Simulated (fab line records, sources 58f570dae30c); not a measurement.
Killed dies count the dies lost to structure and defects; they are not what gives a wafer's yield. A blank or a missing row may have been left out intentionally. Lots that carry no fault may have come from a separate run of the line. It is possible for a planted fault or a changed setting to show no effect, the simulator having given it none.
A struck lot beside a sound one    flow berkeley_cmos170    23 out of 331 route steps
Sound: the wafers L139.1, L139.3, L139.5. Struck: wafers L146.1, L146.2, L146.4. The cause is named last.
Each step with rows lists, per side, the tool, then ch with its chambers, then its first start. Under that, the readings that differ: sound wafers    struck wafers    difference of the means    sigmas: that difference in standard deviations of wafers without a fault.
alike: readings with means less than 2 such deviations apart, plus words and numbers identical on both sides. not compared: withheld readings, readings lacking a value on some wafer, bounds such as >300 that could conceal the same value, and numbers that have no deviation in the record and whose values overlap.
The two part at a step that has a row with sigmas, a row that says differs or no value, or rows on one side only. Numbers that don't overlap but have no deviation are shown without sigmas and don't part them. A reading that every wafer of one side lacks parts them only if that side has two wafers or more.

first, 5 steps without rows for these wafers: UCB170_PSD_COAT_01 (resist thk 900 nm); UCB170_PSD_SOFTBAKE_02 (time 60 s); UCB170_PSD_EXPOSE_03 (exposes mask PSELECT MOD, target cd 1200 nm); UCB170_PSD_PEB_04; UCB170_PSD_DEVELOP_05 (develop time 45 s).
UCB170_PSD_CD_MEAS_06: the cd target is 1200 nm.
  sound: cd_sem-01 at day 6 14:25; struck: cd_sem-01 at day 7 18:04
  alike: cd_nm
UCB170_PSD_OVL_MEAS_07:
  sound: overlay-01 at day 6 14:32; struck: overlay-02 at day 7 18:11
  alike: PSD_OVL
following that, these wafers have no rows for 1 step: UCB170_PSD_IMPLANT_08.
UCB170_PSD_STRIP_09: strips in O2.
  sound on plasma_asher-03 ch 0, day 6 14:43; struck on plasma_asher-02 ch 0,1, day 7 18:23
reading                      sound        struck       difference  sigmas
drypump_motor_current_A (A)  6.2 6.2 6.2  5.7 5.5 5.5  -0.6        -2
  alike: oes_product_au, strip_time_to_endpoint_s
  not compared: rf_hours_counter_h
UCB170_PSD_TW_MEAS_10:
  sound: film_metro-01 at day 6 14:49; struck: film_metro-03 at day 7 18:29
  alike: PSD_TW
then, 2 steps without rows for these wafers: UCB170_PSD_CLEAN_11 (cleans in SPM, time 600 s); UCB170_NSD_HMDS_00 (prime time 60 s).
UCB170_NSD_COAT_01: resist thk 900 nm.
  sound on litho_track-04 ch 0, day 6 16:23; struck on litho_track-03 ch 0, day 7 19:45
reading                               sound              struck             difference  sigmas
model.KrF_of_NSD_COAT_01.thk_nm (nm)  895.2 896.4 895.9  882.3 882.5 880.9  -13.9       
  alike: chill_plate_temp_C, resist_line_temp_C
then, 3 steps without rows for these wafers: UCB170_NSD_SOFTBAKE_02 (time 60 s); UCB170_NSD_EXPOSE_03 (exposes mask NSELECT MOD, target cd 1200 nm); UCB170_NSD_PEB_04.
UCB170_NSD_DEVELOP_05: develop time 45 s.
  sound on litho_track-03 ch 0; struck on litho_track-04 ch 0
reading                               sound            struck             difference  sigmas
model.KrF_of_NSD_COAT_01.thk_nm (nm)  881 882.2 881.7  868.1 868.3 866.7  -13.9       
  alike: chill_plate_temp_C, resist_line_temp_C
UCB170_NSD_CD_MEAS_06: the cd target is 1200 nm.
  sound: cd_sem-01 at day 6 17:59; struck: cd_sem-02 at day 7 21:05
  alike: cd_nm
UCB170_NSD_OVL_MEAS_07:
  sound: overlay-01 at day 6 18:07; struck: overlay-02 at day 7 21:12
reading       sound    struck     difference  sigmas
NSD_OVL (nm)  12 7 10  -8 -8 -12  -19         -3
following that, these wafers have no rows for 1 step: UCB170_NSD_IMPLANT_08.
UCB170_NSD_STRIP_09: strips in O2.
  sound on plasma_asher-04 ch 0,1, day 6 18:18; struck on plasma_asher-04 ch 0,1, day 7 21:23
reading                       sound              struck             difference  sigmas
strip_time_to_endpoint_s (s)  35.77 35.77 35.73  35.41 35.43 35.37  -0.35       -6
  alike: drypump_motor_current_A, oes_product_au
  not compared: rf_hours_counter_h
UCB170_NSD_TW_MEAS_10:
  sound: film_metro-01 at day 6 18:24; struck: film_metro-02 at day 7 21:29
  alike: NSD_TW
following that, these wafers have no rows for 1 step: UCB170_M3_PROBE_99.

WHERE THEY PART
Earliest at UCB170_PSD_STRIP_09; latest, in this record, at UCB170_NSD_STRIP_09. Later steps at which nothing parts them and some readings are alike: UCB170_NSD_TW_MEAS_10.

WHY: what the simulator had put in
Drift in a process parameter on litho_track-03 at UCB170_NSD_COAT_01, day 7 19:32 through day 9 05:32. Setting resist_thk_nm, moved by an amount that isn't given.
